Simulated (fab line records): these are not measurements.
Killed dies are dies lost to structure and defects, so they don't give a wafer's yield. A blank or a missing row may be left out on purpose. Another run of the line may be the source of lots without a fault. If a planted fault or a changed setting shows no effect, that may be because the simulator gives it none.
Which of the tools did it?    flow berkeleyCmos170    7 lots, 21 wafers sampled, at 1 step of a route of 331

== WHAT THE GAUGES READ, wafer by wafer ==
UCB170_START_THK_MEAS_03.
lot   measured     on            START_OXIDE_THK (nm)
L510  day 2 00:41  filmMetro-03  19.7 19.7 20.8
L516  day 3 05:52  filmMetro-03  20.4 20.3 20.4
L521  day 4 07:26  filmMetro-03  20.4 20.3 20.3
L523  day 4 17:20  filmMetro-03  19.6 19.7 19.6
L525  day 5 04:52  filmMetro-01  19.5 19.8 19.5
L527  day 5 13:13  filmMetro-03  20.1 20.1 20.2
L529  day 5 23:01  filmMetro-01  19.9 19.8 20.0

== WHAT TOOL EACH LOT RAN ON (gives the tool, then ch and the chambers of the sampled wafers, and finally the start) ==
The record holds no process step before these readings.

== THE ANSWER, worked out from the rows above alone ==
Rule: the lots themselves supply what counts as usual. Put in order of their means at a reading, lots are off if they are a third of the lots or fewer, leave a main group of 4 or more, and stand apart from it by a gap of 3 or more times the standard deviation of the main group's means; of several such gaps the widest counts. Not used: any main group whose means are identical at the precision the tables above print for the reading. A lot without any number at a reading at which 4 lots or more have one is off too. All remaining lots with rows at the step are treated as sound.
None of the lots is off at any reading shown; this tells nothing.

== WHAT THE SIMULATOR HAD PUT IN ==
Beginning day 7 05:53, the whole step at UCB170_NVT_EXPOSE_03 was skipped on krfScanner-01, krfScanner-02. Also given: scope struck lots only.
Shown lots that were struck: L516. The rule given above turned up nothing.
